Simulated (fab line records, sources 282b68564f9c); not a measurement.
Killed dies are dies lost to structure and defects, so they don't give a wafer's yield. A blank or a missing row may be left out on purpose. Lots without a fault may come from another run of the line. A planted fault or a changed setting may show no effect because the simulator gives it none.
One fault seen from 2 desks | flow rit_cmos | each desk has only its own numbers; what lay behind them comes last

THE METROLOGY DESK
What the gauges read, lot by lot, whatever tool the lot ran on: means of the sampled wafers that have a number. A lot is out of limits, marked OUT, if its mean lies more than 4 standard deviations from the usual mean; the brackets give that distance.
Columns: A = GATE_POLY_THK at RIT_GATE_THK_MEAS_09, usual 249.5 nm
lot  | first seen here | A
L346 | day 2 19:09     | 249.5
L347 | day 2 22:26     | 247.5
L349 | day 3 08:10     | 248.0
L350 | day 3 13:07     | 248.6
L352 | day 3 22:28     | 253.8
L353 | day 4 05:18     | 251.2
L355 | day 4 13:49     | 247.5
L356 | day 4 18:04     | 248.0
L357 | day 4 23:49     | 246.0
L358 | day 5 05:13     | 251.7
L359 | day 5 09:11     | 353.3 (+43) OUT
L361 | day 5 19:49     | 250.9
L362 | day 6 00:28     | 246.0
This desk's finding: out of limits on L359; first on L359, day 5 09:11 (GATE_POLY_THK at RIT_GATE_THK_MEAS_09). In limits: L346, L347, L349, L350, L352, L353, L355, L356, L357, L358, L361, L362.

THE TOOL OWNER'S DESK: lpcvd-01
The tool's own readings at RIT_GATE_CVD_08 (deposits poly-Si from SiH4, target thk 250 nm, time 2220 s): means of the sampled wafers that have a number, for each lot that ran on this tool. A lot is out of limits, marked OUT, if its mean lies more than 4 standard deviations from the usual mean; the brackets give that distance.
Columns: A = sih4_flow_sccm at RIT_GATE_CVD_08, usual 100.0 sccm; B = spike_tc_centre_C at RIT_GATE_CVD_08, usual 611.8 C; C = spike_tc_load_C at RIT_GATE_CVD_08, usual 632.8 C; D = spike_tc_source_C at RIT_GATE_CVD_08, usual 627 C; E = susceptor_temp_C at RIT_GATE_CVD_08, usual 610.04 C
lot  | first seen here | A     | B               | C                | D              | E
L346 | day 2 17:31     | 99.9  | 612.1           | 635.2            | 630            | 610.04
L349 | day 3 06:32     | 99.8  | 611.0           | 630.0            | 626            | 610.00
L350 | day 3 11:29     | 100.3 | 612.5           | 636.0            | 629            | 609.93
L355 | day 4 12:12     | 100.1 | 611.0           | 629.8            | 625            | 609.99
L358 | day 5 03:36     | 99.8  | 610.9           | 634.0            | 629            | 609.97
L359 | day 5 07:32     | 99.6  | 626.4 (+13) OUT | 649.8 (+7.4) OUT | 644 (+4.5) OUT | 625.38 (+55) OUT
This desk's finding: out of limits on L359; first on L359, day 5 07:32 (spike_tc_centre_C at RIT_GATE_CVD_08). In limits: L346, L349, L350, L355, L358.

PUT TOGETHER
The tool owner's desk could have raised an alarm at day 5 07:32, on L359.
The metrology desk could have raised an alarm at day 5 09:11, on L359.
Of the lots named, all ran RIT_GATE_CVD_08 on lpcvd-01.

WHAT THE SIMULATOR HAD PUT IN
Process parameter drift: lpcvd-01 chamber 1, from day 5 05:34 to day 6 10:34, at RIT_GATE_CVD_08. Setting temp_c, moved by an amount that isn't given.
Lots struck among those shown: L359.
Hours from the fault's start to each desk's first reading out of limits: the tool owner's desk, 2; the metrology desk, 4.
